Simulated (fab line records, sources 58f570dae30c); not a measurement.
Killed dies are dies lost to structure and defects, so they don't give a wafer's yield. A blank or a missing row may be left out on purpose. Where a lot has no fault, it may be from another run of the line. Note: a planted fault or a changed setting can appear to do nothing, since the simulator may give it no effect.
Problem report in the 8D (eight disciplines) form, filled by code | flow berkeley-cmos170 | the parts of the form that need people (team, actions taken, sign-off) are left out

== 1. WHAT IS WRONG ==
GATE_OXIDE_THK at UCB170_GATE_THK_MEAS_02 reads a mean of 8.48 nm on 6 wafers of 2 lots; wafers without a fault read 6.50 nm with a standard deviation of 0.13. Relative to the usual mean, that is a shift of +15 standard deviations.
First observed at day 7 21:22: wafer L333.2, on film-metro-03. At this step, 33 wafers from 11 lots have a number in the record. Rule for "out" (also "out of limits"): further than 4 standard deviations from the usual mean. All remaining wafers that have a number are taken as sound.

== 2. WHAT IT IS; WHAT IT IS NOT ==
question                    | is                     | is not
which readings at this step | GATE_OXIDE_THK         | -
which lots                  | L333, L335             | L323, L324, L325, L338, L339, L340, L342, L344, L345
which wafers of those lots  | all that have a number | -
read on which gauges        | film-metro-03          | film-metro-01, film-metro-04
when                        | from day 7 21:22       | up to then (9 sound wafers); but 18 sound wafers of L338, L339, L340, L342, L344, L345 came after

== 3. SUSPECTS, AND WHAT RULES EACH OUT ==
Counting: a tool at a process step up to the reading stays a suspect if it ran every lot that is out and no sound lot after the first of them.
- the gauge at UCB170_GATE_THK_MEAS_02: kept. All the wafers that are out were read on film-metro-03, and no step on other tools shows them out.
Remaining after the count: film-metro-03 at UCB170_GATE_THK_MEAS_02.

== 4. THE CAUSE (what the simulator had put in) ==
Metrology matching offset: film-metro-03, from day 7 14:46 on, at UCB170_GATE_THK_MEAS_02. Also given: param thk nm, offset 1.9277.
Counting left only this tool.

== 5. SEQUENCE OF EFFECTS, ordered by route ==
Each row: a reading whose mean over the struck wafers that have a number lies more than 3 standard deviations from the usual. Only readings for which the record gives a usual standard deviation are gone through. hours: the time from each lot's start at the first step in this table that gives one to its start at this step, as a median over the lots. sigmas: the change in usual standard deviations.
hours | step                    | reading        | usual   | on struck wafers | change | sigmas
0     | UCB170_GATE_THK_MEAS_02 | GATE_OXIDE_THK | 6.50 nm | 8.48             | +1.98  | +15

== 6. WHAT WOULD HAVE CAUGHT IT SOONER ==
In this record the first reading out of limits at a measuring or inspecting step was taken at day 7 21:22, 7 hours after the fault began at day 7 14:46.
